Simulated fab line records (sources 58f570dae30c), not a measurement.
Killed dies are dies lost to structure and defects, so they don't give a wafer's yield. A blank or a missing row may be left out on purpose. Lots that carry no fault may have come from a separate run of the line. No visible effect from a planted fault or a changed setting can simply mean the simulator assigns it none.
Comparing a struck lot with a sound one || flow berkeley cmos170 || 16 out of 331 route steps
Sound: these wafers, L131.1, L131.4, L131.5. Wafers struck: L129.1, L129.3, L129.4. Last of all comes the cause.
For every step that has rows: the tool of each side, followed by ch and its chambers, followed by its first start. Under that, the readings that differ: sound wafers || struck wafers || difference of the means || sigmas: that difference in standard deviations of wafers without a fault.
alike: readings whose means differ by less than 2 such deviations, and words and numbers that are the same on both sides. not compared: withheld readings, readings that some wafer has no value for, bounds like >300 that may hide the same value, and numbers for which the record gives no deviation and whose values overlap.
The two part at a step that has a row with sigmas, a row that says differs or no value, or rows on one side only. When numbers do not overlap yet have no deviation, they are printed without sigmas and do not part them. A reading missing from all wafers of one side parts the sides only when that side holds two or more wafers.

UCB170_PWELL_THK_MEAS_03:
  struck on film metro-02, day 5 09:28; sound on film metro-01, day 6 01:25
{"reading": "PWELL_OXIDE_THK (nm)", "sound": "25.5 25.6 25.5", "struck": "26.8 26.5 26.5", "difference": "+1.1", "sigmas": "+2"}
then, 2 steps without rows for these wafers: UCB170_PWELL_ANNEAL_04 (time 900 s); UCB170_PWELL_CVD_05 (deposits Si3N4 from SiH2Cl2/NH3, target thk 220 nm, time 3300 s).
UCB170_PWELL_THK_MEAS_06:
  struck on film metro-01, day 5 15:21; sound on film metro-01, day 6 06:14
  alike: PWELL_NITRIDE_THK
then, 6 steps without rows for these wafers: UCB170_PWELL_HMDS_07 (prime time 60 s); UCB170_PWELL_COAT_08 (resist thk 900 nm); UCB170_PWELL_SOFTBAKE_09 (time 60 s); UCB170_PWELL_EXPOSE_10 (exposes mask PWELL, target cd 3000 nm); UCB170_PWELL_PEB_11; UCB170_PWELL_DEVELOP_12 (develop time 45 s).
UCB170_PWELL_OVL_MEAS_13:
  struck on overlay-01, day 5 16:46; sound on overlay-02, day 6 07:23
  alike: PWELL_OVL
UCB170_PWELL_ETCH_14: etches Si3N4 in CH3F/Ar/O2, stops on SiO2, target depth 242 nm, time 151 s.
  sound on rie diel-01 ch 0,2, day 6 07:25; struck on rie diel-02 ch 1,2,3, day 5 16:49
  alike: CH3F_flow_sccm, drypump motor current A, oes product au, throttle valve pct
  not compared: rf hours counter h
UCB170_PWELL_IMPLANT_15:
  sound on implanter-04 ch 0, day 6 07:31; struck on implanter-02 ch 0, day 5 17:13
  alike: faraday current uA
UCB170_PWELL_STRIP_16: strips in O2.
  sound on plasma asher-01 ch 0,1, day 6 07:40; struck on plasma asher-04 ch 0,1, day 5 17:22
  alike: drypump motor current A, oes product au, strip time to endpoint s
  not compared: rf hours counter h
UCB170_PWELL_TW_MEAS_17:
  struck on film metro-03, day 5 17:30; sound on film metro-01, day 6 07:46
{"reading": "PWELL_TW", "sound": "384.6 384.4 385.3", "struck": "465.5 467.7 467.5", "difference": "+82.1", "sigmas": "+29"}
then, 1 step without rows for these wafers: UCB170_PWELL_CLEAN_18 (cleans in SPM, time 600 s).

== WHERE THEY PART ==
Earliest at UCB170_PWELL_THK_MEAS_03; latest, in this record, at UCB170_PWELL_TW_MEAS_17.

WHY: what the simulator had put in
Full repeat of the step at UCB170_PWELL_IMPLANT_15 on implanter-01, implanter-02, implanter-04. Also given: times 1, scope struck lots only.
